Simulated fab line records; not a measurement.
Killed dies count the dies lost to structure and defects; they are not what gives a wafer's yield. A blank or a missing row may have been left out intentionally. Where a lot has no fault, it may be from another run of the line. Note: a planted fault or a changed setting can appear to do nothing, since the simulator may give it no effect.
fab line records    flow ritCmos
record lots=14  wafers=42  lastDay=7
route steps=202 shown ACTIVE@15 M1@184
lots with no fault: from the same line, run without faults
startH: hours from the record's opening day to when the first of the lot's shown wafers began    waitH: hours elapsed since this lot's preceding step    " as in the row above    L1.1+2: a row that stands for several wafers    - no value, or no start given    * or withheld: withheld    < > ~ a bound
route shown NAME@n: names a module that has steps shown in the file, with the first one's number in the route    usual: mean/standard deviation of fault-free wafers    same: alike in all rows    chamber/n: place in a boat    sites: each site's reading    _std_site: the standard deviation of these    _edge_site: outer sites' mean less inner sites'    radiusMm: how far each site lies from the wafer's centre    mask NAME#n: copy n    behind: the last tool/chamber to shape the wafer    hold: cause of the lot's hold/its duration in hours/its outcome    device: whichever transistor did not switch (one of n, p or np)    end of line: at the end of the route, the tests of the same wafers    step lacking rows: just its recipe    killed: not the wafer's yield, but the dies lost to structure and defects at the first sort    map: a wafer's dies, x killed, . not, _ none there
set.NAME: the setting the step ran with; set.NAME@STEP: the setting that earlier step ran with    model.NAME: the simulator's own value behind a step, which no gauge read
steps of the route over a sample of lots; a table a step, a row a wafer
services: the hour from which a tool's chamber was out of use, counted from the record's first day as startH (under 0 if before that day), plus the number of hours and why
## steps
# step RIT_ACTIVE_STRIP_14
# recipe chemistry=O2  timeS=180  resist=NOVOLAK  platenTempC=withheld  powerW=500  pressureMtorr=4000  o2FlowSccm=4000
# usual drypumpMotorCurrentA=5.4/0.4
lot.wafer  tool            chamber  startH  waitH  drypumpMotorCurrentA  rfHoursCounterH
L305.3     plasmaAsher-04  0        15.20   0.1    5.9                   -
L305.4     "               1        "       "      5.4                   -
L305.5     "               1        "       "      5.4                   -
L306.1     plasmaAsher-02  0        19.84   0.1    5.7                   22
L306.5     "               1        "       "      4.7                   -
L306.6     "               0        "       "      5.7                   -
L307.1     plasmaAsher-01  1        26.78   0.1    5.5                   39
L307.4     "               0        "       "      5.3                   -
L307.5     "               1        "       "      5.5                   -
L308.1     plasmaAsher-04  0        30.68   0.1    5.9                   40
L308.2     "               1        "       "      5.4                   40
L308.5     "               0        "       "      5.9                   -
L309.2     plasmaAsher-02  1        35.00   0.1    4.7                   24
L309.5     "               0        "       "      5.7                   -
L309.6     "               1        "       "      4.7                   -
L314.1     plasmaAsher-04  0        59.84   0.1    5.9                   43
L314.5     "               0        "       "      5.9                   -
L314.6     "               1        "       "      5.3                   -
L316.2     plasmaAsher-02  0        69.84   0.1    5.7                   28
L316.5     "               1        "       "      4.7                   -
L316.6     "               0        "       "      5.7                   -
L317.1     plasmaAsher-01  0        74.97   0.1    5.3                   44
L317.4     "               0        "       "      5.3                   -
L317.5     "               1        "       "      5.6                   -
L318.2     plasmaAsher-02  1        79.97   0.1    4.7                   29
L318.3     "               0        "       "      5.7                   -
L318.4     "               1        "       "      4.7                   -
L319.4     plasmaAsher-02  1        85.18   0.1    4.7                   -
L319.5     "               1        "       "      4.7                   -
L319.6     "               0        "       "      5.7                   -
L320.1     plasmaAsher-01  0        89.97   0.1    5.3                   45
L320.4     "               1        "       "      5.6                   -
L320.6     "               0        "       "      5.3                   -
L322.2     plasmaAsher-02  1        99.84   0.1    4.7                   31
L322.3     "               1        "       "      4.7                   -
L322.5     "               1        "       "      4.7                   -
L326.1     plasmaAsher-02  1        120.45  0.1    4.8                   33
L326.5     "               1        "       "      4.7                   -
L326.6     "               0        "       "      5.7                   -
L327.1     plasmaAsher-02  1        124.93  0.1    4.7                   34
L327.2     "               0        "       "      5.7                   34
L327.6     "               0        "       "      5.7                   -
# step RIT_M1_SPUTTER_00
# recipe material=Al  targetThkNm=400  powerW=2000  chamberPressurePa=0.4  gas=Ar  timeS=500  substrateTempC=25
# usual throttleValvePct=29.9/0.93
lot.wafer  tool           chamber  startH  waitH  throttleValvePct
L305.3     pvdSputter-03  -        52.78   0.0    29.5
L305.4     "              -        "       "      29.9
L305.5     "              -        "       "      28.1
L306.1     pvdSputter-01  -        58.79   0.0    30.9
L306.5     "              -        "       "      30.8
L306.6     "              -        "       "      29.7
L307.1     pvdSputter-03  -        64.23   0.0    31.1
L307.4     "              -        "       "      27.8
L307.5     "              -        "       "      31.0
L308.1     pvdSputter-01  -        69.14   0.0    29.2
L308.2     "              -        "       "      30.9
L308.5     "              -        "       "      31.0
L309.2     pvdSputter-03  -        73.54   0.0    29.7
L309.5     "              -        "       "      30.0
L309.6     "              -        "       "      27.6
L314.1     pvdSputter-01  -        103.17  0.0    29.4
L314.5     "              -        "       "      30.8
L314.6     "              -        "       "      29.6
L316.2     pvdSputter-04  -        109.68  0.0    30.7
L316.5     "              -        "       "      30.8
L316.6     "              -        "       "      28.7
L317.1     pvdSputter-01  -        116.47  0.0    29.3
L317.4     "              -        "       "      29.5
L317.5     "              -        "       "      31.0
L319.4     pvdSputter-03  -        125.12  0.0    29.8
L319.5     "              -        "       "      28.0
L319.6     "              -        "       "      29.8
L318.2     pvdSputter-01  -        125.92  0.0    29.6
L318.3     "              -        "       "      30.9
L318.4     "              -        "       "      31.2
L320.1     pvdSputter-04  -        128.79  0.0    30.9
L320.4     "              -        "       "      29.7
L320.6     "              -        "       "      29.4
L322.2     pvdSputter-04  -        137.71  0.0    31.2
L322.3     "              -        "       "      29.2
L322.5     "              -        "       "      29.5
L326.1     pvdSputter-04  -        159.60  0.0    30.1
L326.5     "              -        "       "      31.0
L326.6     "              -        "       "      29.7
L327.1     pvdSputter-03  -        162.91  0.0    31.0
L327.2     "              -        "       "      27.8
L327.6     "              -        "       "      29.8
# step RIT_M1_RS_MEAS_01
# recipe thkMeasGauge=four-point-probe  reads=Al_of_M1_SPUTTER_00
# usual M1_AL_RS=0.0732/0.00078
lot.wafer  tool          chamber  startH  waitH  M1_AL_RS[ohm/sq]
L305.3     filmMetro-02  -        53.12   0.2    0.0745
L305.4     "             -        "       "      0.0747
L305.5     "             -        "       "      0.0746
L306.1     filmMetro-04  -        59.09   0.1    0.0722
L306.5     "             -        "       "      0.0725
L306.6     "             -        "       "      0.0727
L307.1     filmMetro-04  -        64.52   0.1    0.0731
L307.4     "             -        "       "      0.0731
L307.5     "             -        "       "      0.0731
L308.1     filmMetro-01  -        69.43   0.1    0.0736
L308.2     "             -        "       "      0.0738
L308.5     "             -        "       "      0.0732
L309.2     filmMetro-02  -        73.85   0.2    0.0741
L309.5     "             -        "       "      0.0737
L309.6     "             -        "       "      0.0738
L314.1     filmMetro-04  -        103.46  0.1    0.0734
L314.5     "             -        "       "      0.0729
L314.6     "             -        "       "      0.0728
L316.2     filmMetro-04  -        109.99  0.2    0.0713
L316.5     "             -        "       "      0.0722
L316.6     "             -        "       "      0.0728
L317.1     filmMetro-04  -        116.76  0.1    0.0733
L317.4     "             -        "       "      0.0475
L317.5     "             -        "       "      0.0740
L319.4     filmMetro-02  -        125.47  0.2    0.0743
L319.5     "             -        "       "      0.0742
L319.6     "             -        "       "      0.0749
L318.2     filmMetro-04  -        126.23  0.2    0.0474
L318.3     "             -        "       "      0.0723
L318.4     "             -        "       "      0.0726
L320.1     filmMetro-02  -        129.09  0.1    0.0722
L320.4     "             -        "       "      0.0726
L320.6     "             -        "       "      0.0723
L322.2     filmMetro-04  -        138.02  0.2    0.0730
L322.3     "             -        "       "      0.0732
L322.5     "             -        "       "      0.0726
L326.1     filmMetro-04  -        159.89  0.1    0.0733
L326.5     "             -        "       "      0.0726
L326.6     "             -        "       "      0.0734
L327.1     filmMetro-01  -        163.21  0.1    0.0738
L327.2     "             -        "       "      0.0734
L327.6     "             -        "       "      0.0741
# step RIT_M1_THK_MEAS_02
# recipe thkMeasGauge=xrf  reads=Al_of_M1_SPUTTER_00
# usual M1_AL_THK=402/5
lot.wafer  tool          chamber  startH  waitH  M1_AL_THK[nm]
L305.3     filmMetro-02  -        53.22   0.1    392
L305.4     "             -        "       "      394
L305.5     "             -        "       "      394
L306.1     filmMetro-04  -        59.21   0.1    407
L306.5     "             -        "       "      406
L306.6     "             -        "       "      404
L307.1     filmMetro-04  -        64.64   0.1    401
L307.4     "             -        "       "      400
L307.5     "             -        "       "      401
L308.1     filmMetro-01  -        69.55   0.1    403
L308.2     "             -        "       "      400
L308.5     "             -        "       "      401
L309.2     filmMetro-02  -        73.96   0.1    393
L309.5     "             -        "       "      395
L309.6     "             -        "       "      395
L314.1     filmMetro-04  -        103.58  0.1    400
L314.5     "             -        "       "      406
L314.6     "             -        "       "      405
L316.2     filmMetro-04  -        110.10  0.1    416
L316.5     "             -        "       "      408
L316.6     "             -        "       "      406
L317.1     filmMetro-04  -        116.88  0.1    405
L317.4     "             -        "       "      617
L317.5     "             -        "       "      400
L319.4     filmMetro-02  -        125.56  0.1    395
L319.5     "             -        "       "      395
L319.6     "             -        "       "      394
L318.2     filmMetro-04  -        126.34  0.1    620
L318.3     "             -        "       "      409
L318.4     "             -        "       "      406
L320.1     filmMetro-02  -        129.21  0.1    407
L320.4     "             -        "       "      406
L320.6     "             -        "       "      406
L322.2     filmMetro-04  -        138.13  0.1    405
L322.3     "             -        "       "      405
L322.5     "             -        "       "      410
L326.1     filmMetro-04  -        160.01  0.1    402
L326.5     "             -        "       "      405
L326.6     "             -        "       "      402
L327.1     filmMetro-01  -        163.33  0.1    399
L327.2     "             -        "       "      402
L327.6     "             -        "       "      397
# step RIT_M1_METAL_ETCH_12
# recipe stopOn=SiO2  chemistry=Cl2/BCl3  target=Al  timeS=165  overEtchFrac=0.5  pressureMtorr=100  targetDepthA=6000  rfW=250  Cl2_flow_sccm=60  bcl3FlowSccm=50
# usual drypumpMotorCurrentA=6.0/0.53  oesProductAu=0.774/0.012  rfFwdPowerW=249.1/0.83  throttleValvePct=8.33/0.086
lot.wafer  tool         chamber  startH  waitH  drypumpMotorCurrentA  oesProductAu  rfFwdPowerW  rfHoursCounterH  throttleValvePct
L305.3     rieMetal-04  1        54.65   0.2    6.2                   0.769         247.0        -                8.29
L305.4     "            1        "       "      6.3                   0.763         247.8        -                8.30
L305.5     "            1        "       "      6.2                   0.765         248.2        -                8.29
L306.1     rieMetal-02  1        60.56   0.2    6.0                   0.766         249.8        1                8.45
L306.5     "            0        "       "      5.5                   0.773         249.9        -                8.23
L306.6     "            1        "       "      6.0                   0.770         249.5        -                8.44
L307.1     rieMetal-01  0        65.99   0.2    6.8                   0.773         250.1        2                8.34
L307.4     "            1        "       "      5.3                   0.794         250.4        -                8.39
L307.5     "            0        "       "      6.8                   0.767         249.7        -                8.35
L308.1     rieMetal-04  1        70.90   0.2    6.2                   0.773         248.5        35               8.29
L308.2     "            1        "       "      6.3                   0.757         248.2        -                8.30
L308.5     "            1        "       "      6.3                   0.778         248.9        -                8.30
L309.2     rieMetal-02  1        75.43   0.2    6.0                   0.756         249.5        1                8.46
L309.5     "            1        "       "      6.0                   0.761         249.1        -                8.45
L309.6     "            0        "       "      5.5                   0.773         248.7        -                8.22
L314.1     rieMetal-02  0        105.40  0.2    5.5                   0.772         248.4        1                8.23
L314.5     "            0        "       "      5.5                   0.776         248.1        -                8.24
L314.6     "            1        "       "      6.0                   0.769         249.8        -                8.43
L316.2     rieMetal-02  0        111.44  0.2    5.5                   0.782         248.5        1                8.22
L316.5     "            1        "       "      6.0                   0.766         249.2        -                8.44
L316.6     "            0        "       "      5.5                   0.768         249.5        -                8.23
L317.1     rieMetal-04  1        118.31  0.2    6.3                   0.769         249.3        36               8.29
L317.4     "            1        "       "      6.2                   0.986         249.6        -                8.26
L317.5     "            1        "       "      6.3                   0.773         248.7        -                8.30
L319.4     rieMetal-01  0        126.98  0.1    6.9                   0.764         249.3        -                8.35
L319.5     "            1        "       "      5.3                   0.798         249.2        -                8.40
L319.6     "            0        "       "      6.9                   0.766         251.3        -                8.35
L318.2     rieMetal-02  0        128.03  0.2    5.5                   0.989         247.2        1                8.19
L318.3     "            1        "       "      6.0                   0.770         249.3        -                8.45
L318.4     "            0        "       "      5.5                   0.773         248.9        -                8.23
L320.1     rieMetal-04  1        130.59  0.2    6.2                   0.779         249.2        36               8.30
L320.4     "            1        "       "      6.3                   0.780         248.9        -                8.30
L320.6     "            1        "       "      6.3                   0.770         248.9        -                8.29
L322.2     rieMetal-02  1        139.72  0.2    6.0                   0.761         248.5        2                8.45
L322.3     "            1        "       "      6.0                   0.768         248.0        -                8.47
L322.5     "            1        "       "      6.0                   0.767         248.4        -                8.47
L326.1     rieMetal-04  1        161.61  0.2    6.3                   0.772         248.4        0                8.29
L326.5     "            0        "       "      6.4                   0.782         249.1        -                8.06
L326.6     "            1        "       "      6.2                   0.772         249.5        -                8.30
L327.1     rieMetal-02  1        164.91  0.2    6.0                   0.765         248.4        2                8.44
L327.2     "            0        "       "      5.5                   0.768         248.9        2                8.23
L327.6     "            0        "       "      5.5                   0.769         250.1        -                8.21
# step RIT_M1_PROBE_99
# usual defectLimitedYield=97.5/1.2  killed_at_M0_to_M3=0.0/0.22  killedAtContacts=0.0/0.18  killedAtFrontEnd=7/3.1  killedDies=7/3.1  killedOnRim=1.6/1.3  killedOpen=3.2/2.1  killedShort=3.4/2
# same grossDies=264  killed_at_M4_up=0  killedAtBackSide=0  killedAtOther=0
lot.wafer  tool       chamber  startH  waitH  defectLimitedYield[%]  killed_at_M0_to_M3  killedAtContacts  killedAtFrontEnd  killedDies  killedOnRim  killedOpen  killedShort
L305.3     prober-02  -        57.06   0.2    96.2                   0                   0                 10                10          3            5           5
L305.4     prober-02  -        57.11   0.2    95.1                   1                   0                 12                13          4            6           7
L305.5     prober-02  -        57.16   0.2    97.7                   0                   0                 6                 6           1            4           2
L306.1     prober-01  -        62.81   0.1    97.7                   0                   0                 6                 6           0            2           4
L306.5     prober-01  -        63.01   0.2    98.5                   0                   0                 4                 4           0            2           2
L306.6     prober-01  -        63.06   0.2    97.7                   0                   0                 6                 6           3            4           2
L307.1     prober-02  -        68.26   0.1    97.3                   0                   0                 7                 7           4            4           3
L307.4     prober-02  -        68.41   0.2    95.1                   0                   0                 13                13          3            5           8
L307.5     prober-02  -        68.46   0.2    97.7                   0                   0                 6                 6           1            2           4
L308.1     prober-01  -        73.48   0.1    97.0                   0                   0                 8                 8           1            4           4
L308.2     prober-01  -        73.53   0.1    97.0                   0                   0                 8                 8           2            4           4
L308.5     prober-01  -        73.68   0.2    97.0                   0                   0                 8                 8           3            2           6
L309.2     prober-02  -        78.14   0.1    96.6                   0                   0                 9                 9           2            1           8
L309.5     prober-02  -        78.29   0.2    97.3                   0                   0                 7                 7           2            5           2
L309.6     prober-02  -        78.34   0.2    97.7                   0                   0                 6                 6           1            3           3
L314.1     prober-01  -        107.65  0.1    98.9                   1                   0                 2                 3           0            0           3
L314.5     prober-01  -        107.85  0.2    98.5                   0                   0                 4                 4           1            2           2
L314.6     prober-01  -        107.90  0.2    98.5                   0                   0                 4                 4           3            2           2
L316.2     prober-01  -        113.76  0.1    97.3                   0                   0                 7                 7           1            5           2
L316.5     prober-01  -        113.91  0.2    98.1                   0                   0                 5                 5           2            1           4
L316.6     prober-01  -        113.96  0.2    98.5                   0                   0                 4                 4           0            4           0
L317.1     prober-02  -        120.72  0.1    98.5                   0                   0                 4                 4           1            1           3
L317.4     prober-02  -        120.87  0.2    29.2                   177                 1                 9                 187         34           5           5
L317.5     prober-02  -        120.92  0.2    98.1                   0                   0                 5                 5           2            3           2
L319.4     prober-01  -        129.50  0.2    97.7                   0                   0                 6                 6           1            4           2
L319.5     prober-01  -        129.55  0.2    97.3                   0                   0                 7                 7           2            5           2
L319.6     prober-01  -        129.60  0.2    97.0                   0                   0                 8                 8           2            4           4
L318.2     prober-02  -        130.78  0.1    34.8                   162                 0                 10                172         39           6           4
L318.3     prober-02  -        130.83  0.2    98.9                   0                   0                 3                 3           0            2           1
L318.4     prober-02  -        130.88  0.2    96.6                   0                   0                 9                 9           2            3           6
L320.1     prober-01  -        133.18  0.1    96.2                   0                   0                 10                10          2            3           7
L320.4     prober-01  -        133.33  0.2    97.7                   0                   0                 6                 6           0            3           3
L320.6     prober-01  -        133.43  0.2    98.5                   0                   0                 4                 4           1            4           0
L322.2     prober-02  -        142.02  0.1    95.8                   0                   0                 11                11          3            3           8
L322.3     prober-02  -        142.07  0.2    98.9                   0                   0                 3                 3           2            1           2
L322.5     prober-02  -        142.17  0.2    99.6                   0                   0                 1                 1           0            1           0
L326.1     prober-02  -        163.87  0.1    96.6                   1                   0                 8                 9           1            5           4
L326.5     prober-02  -        164.07  0.2    98.1                   1                   0                 4                 5           2            3           2
L326.6     prober-02  -        164.12  0.2    97.0                   0                   0                 8                 8           1            6           2
L327.1     prober-01  -        167.16  0.1    98.1                   0                   0                 5                 5           1            3           2
L327.2     prober-01  -        167.21  0.1    98.1                   0                   0                 5                 5           0            3           2
L327.6     prober-01  -        167.41  0.2    97.0                   0                   0                 8                 8           3            5           3
# killed by level:class
L305.3 FOX1:geometricParticle:open=2 REOX:geometricParticle:short=2 SILICIDE:geometricParticle:open=2 FOX1:geometricParticle:short=1 GATE:geometricParticle:short=1 SILICIDE:geometricParticle:short=1 REOX:geometricParticle:open=1
L305.4 REOX:geometricParticle:short=4 REOX:geometricParticle:open=3 GATE:geometricParticle:open=2 SILICIDE:geometricParticle:short=2 SPACER:geometricParticle:open=1 M1:geometricParticle:short=1
L305.5 GATE:geometricParticle:open=3 FOX2:geometricParticle:short=1 GATE:geometricParticle:short=1 REOX:geometricParticle:open=1
L306.1 FOX1:geometricParticle:open=2 GATE:geometricParticle:short=2 FOX1:geometricParticle:short=1 FOX2:geometricParticle:short=1
L306.5 FOX1:geometricParticle:open=2 SPACER:geometricParticle:short=2
L306.6 SPACER:geometricParticle:open=3 ACTIVE:geometricParticle:short=1 GATE:geometricParticle:open=1 GATE:geometricParticle:short=1
L307.1 GATE:geometricParticle:short=3 GATE:geometricParticle:open=2 REOX:geometricParticle:open=1 SILICIDE:geometricParticle:open=1
L307.4 GATE:geometricParticle:short=4 GATE:geometricParticle:open=3 REOX:geometricParticle:open=2 FOX1:geometricParticle:short=1 FOX2:geometricParticle:short=1 REOX:geometricParticle:short=1 SPACER:geometricParticle:short=1
L307.5 REOX:geometricParticle:open=2 FOX1:geometricParticle:short=1 FOX2:geometricParticle:short=1 GATE:geometricParticle:short=1 REOX:geometricParticle:short=1
L308.1 GATE:geometricParticle:short=3 GATE:geometricParticle:open=2 REOX:geometricParticle:open=2 REOX:geometricParticle:short=1
L308.2 GATE:geometricParticle:open=3 SILICIDE:geometricParticle:short=3 GATE:geometricParticle:short=1 REOX:geometricParticle:open=1
L308.5 GATE:geometricParticle:short=3 ACTIVE:geometricParticle:short=1 FOX1:geometricParticle:open=1 REOX:geometricParticle:open=1 REOX:geometricParticle:short=1 SILICIDE:geometricParticle:short=1
L309.2 GATE:geometricParticle:short=4 FOX1:geometricParticle:short=2 FOX1:geometricParticle:open=1 FOX2:geometricParticle:short=1 SPACER:geometricParticle:short=1
L309.5 SILICIDE:geometricParticle:open=2 FOX1:geometricParticle:open=1 GATE:geometricParticle:short=1 GATE:geometricParticle:open=1 REOX:geometricParticle:open=1 SPACER:geometricParticle:short=1
L309.6 FOX1:geometricParticle:short=2 GATE:geometricParticle:open=2 FOX1:geometricParticle:open=1 GATE:geometricParticle:short=1
L314.1 FOX1:geometricParticle:short=1 FOX2:geometricParticle:short=1 M1:geometricParticle:short=1
L314.5 FOX1:geometricParticle:open=1 REOX:geometricParticle:open=1 FOX2:geometricParticle:short=1 REOX:geometricParticle:short=1
L314.6 GATE:geometricParticle:short=1 GATE:geometricParticle:open=1 REOX:geometricParticle:short=1 SILICIDE:geometricParticle:open=1
L316.2 GATE:geometricParticle:open=2 SPACER:geometricParticle:open=2 REOX:geometricParticle:open=1 REOX:geometricParticle:short=1 SPACER:geometricParticle:short=1
L316.5 GATE:geometricParticle:short=2 SPACER:geometricParticle:short=2 SILICIDE:geometricParticle:open=1
L316.6 GATE:geometricParticle:open=2 FOX2:geometricParticle:open=1 REOX:geometricParticle:open=1
L317.1 GATE:geometricParticle:short=1 REOX:geometricParticle:short=1 SPACER:geometricParticle:short=1 SPACER:geometricParticle:open=1
L317.4 M1:areaEtch=177 SPACER:geometricParticle:open=3 SPACER:geometricParticle:short=3 GATE:geometricParticle:open=1 SILICIDE:geometricParticle:short=1 SILICIDE:geometricParticle:open=1 CONTACT:geometricParticle:short=1
L317.5 FOX1:geometricParticle:open=2 REOX:geometricParticle:short=1 SPACER:geometricParticle:short=1 SILICIDE:geometricParticle:open=1
L319.4 GATE:geometricParticle:open=2 FOX1:geometricParticle:open=1 REOX:geometricParticle:short=1 SILICIDE:geometricParticle:short=1 SILICIDE:geometricParticle:open=1
L319.5 FOX1:geometricParticle:short=2 REOX:geometricParticle:open=2 FOX1:geometricParticle:open=1 GATE:geometricParticle:open=1 SILICIDE:geometricParticle:open=1
L319.6 FOX1:geometricParticle:open=2 GATE:geometricParticle:short=2 REOX:geometricParticle:short=2 GATE:geometricParticle:open=1 SPACER:geometricParticle:open=1
L318.2 M1:areaEtch=162 FOX1:geometricParticle:short=3 FOX1:geometricParticle:open=2 FOX2:geometricParticle:open=2 GATE:geometricParticle:open=1 REOX:geometricParticle:open=1 SPACER:geometricParticle:short=1
L318.3 GATE:geometricParticle:open=1 GATE:geometricParticle:short=1 SILICIDE:geometricParticle:open=1
L318.4 GATE:geometricParticle:short=3 FOX1:geometricParticle:short=2 GATE:geometricParticle:open=2 FOX1:geometricParticle:open=1 SPACER:geometricParticle:short=1
L320.1 GATE:geometricParticle:short=3 GATE:geometricParticle:open=2 ACTIVE:geometricParticle:short=1 FOX1:geometricParticle:short=1 FOX2:geometricParticle:open=1 REOX:geometricParticle:short=1 SPACER:geometricParticle:short=1
L320.4 FOX1:geometricParticle:short=2 FOX2:geometricParticle:open=1 GATE:geometricParticle:open=1 GATE:geometricParticle:short=1 REOX:geometricParticle:open=1
L320.6 REOX:geometricParticle:open=2 FOX1:geometricParticle:open=1 SPACER:geometricParticle:open=1
L322.2 GATE:geometricParticle:short=3 SPACER:geometricParticle:short=3 FOX1:geometricParticle:short=2 GATE:geometricParticle:open=2 SPACER:geometricParticle:open=1
L322.3 FOX1:geometricParticle:open=1 GATE:geometricParticle:short=1 REOX:geometricParticle:short=1
L322.5 GATE:geometricParticle:open=1
L326.1 REOX:geometricParticle:open=2 SILICIDE:geometricParticle:short=2 FOX2:geometricParticle:open=1 GATE:geometricParticle:short=1 REOX:geometricParticle:short=1 SILICIDE:geometricParticle:open=1 M1:geometricParticle:open=1
L326.5 REOX:geometricParticle:open=2 SILICIDE:geometricParticle:open=1 SILICIDE:geometricParticle:short=1 M1:geometricParticle:short=1
L326.6 SILICIDE:geometricParticle:open=2 FOX1:geometricParticle:open=1 FOX2:geometricParticle:open=1 GATE:geometricParticle:open=1 SPACER:geometricParticle:open=1 SPACER:geometricParticle:short=1 SILICIDE:geometricParticle:short=1
L327.1 GATE:geometricParticle:short=2 SPACER:geometricParticle:open=2 REOX:geometricParticle:open=1
L327.2 SILICIDE:geometricParticle:open=2 FOX1:geometricParticle:short=1 FOX2:geometricParticle:short=1 GATE:geometricParticle:open=1
L327.6 GATE:geometricParticle:open=2 SILICIDE:geometricParticle:open=2 FOX1:geometricParticle:short=1 GATE:geometricParticle:short=1 REOX:geometricParticle:open=1 SILICIDE:geometricParticle:short=1
## services
tool            chamber  startH  hours  kind
rieMetal-02     -        -5.62   20.0   pm
rieMetal-02     0        -5.62   20.0   ventCycle
rieMetal-02     1        -5.62   20.0   ventCycle
rieMetal-01     1        -4.18   3.7    repair
pvdSputter-04   -        6.86    1.0    repair
rieMetal-02     0        14.38   -      clean
rieMetal-02     1        14.38   -      clean
pvdSputter-01   -        51.23   1.8    repair
rieMetal-02     -        92.71   0.1    repair
rieMetal-04     1        105.00  9.8    repair
plasmaAsher-04  -        108.75  9.0    pm
plasmaAsher-04  0        108.75  9.0    ventCycle
plasmaAsher-04  1        108.75  9.0    ventCycle
plasmaAsher-02  -        112.24  1.4    repair
plasmaAsher-04  0        117.75  -      clean
rieMetal-04     -        136.12  20.0   pm
rieMetal-04     0        136.12  20.0   ventCycle
rieMetal-04     1        136.12  20.0   ventCycle
plasmaAsher-02  -        136.57  2.0    repair
rieMetal-01     1        147.42  6.3    repair
rieMetal-04     0        156.12  -      clean
rieMetal-04     1        156.12  -      clean
pvdSputter-03   -        156.68  4.3    repair
pvdSputter-03   -        164.21  8.2    repair
## key
firstSign step=RIT_M1_RS_MEAS_01  reading=M1_AL_RS  direction=down  sigmas=33  usual=0.0732  struck=0.0475
effect step=RIT_M1_THK_MEAS_02  reading=M1_AL_THK  direction=up  sigmas=43  usual=402  struck=619
effect step=RIT_M1_METAL_ETCH_12  reading=oesProductAu  direction=up  sigmas=19  usual=0.774  struck=0.988
effect step=RIT_M1_PROBE_99  reading=killed_at_M0_to_M3  direction=up  sigmas=99+  usual=0.0  struck=169.5
moreKillsBornAt RIT_M1_METAL_ETCH_12@rieMetal-04=177  RIT_M1_METAL_ETCH_12@rieMetal-02=162
metAt RIT_M1_SPUTTER_00
struckLots L317,L318
struckWafers L317.4,L318.2
laterRowsLeftOut L317.4,L318.2
notActingAt RIT_ACTIVE_STRIP_14
onsetBetween 103.17 116.47
fault kind=processParameterDrift  tool=pvdSputter-01  chamber=-  onsetH=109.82  steps=RIT_M1_SPUTTER_00  channel=timeS  offset=*  shape=step  endH=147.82  stated=*  scope=struckWafersOnly
# laterRowsLeftOut: the simulator's readings of these wafers behind a module that went badly wrong aren't trusted and aren't shown, but for the sort
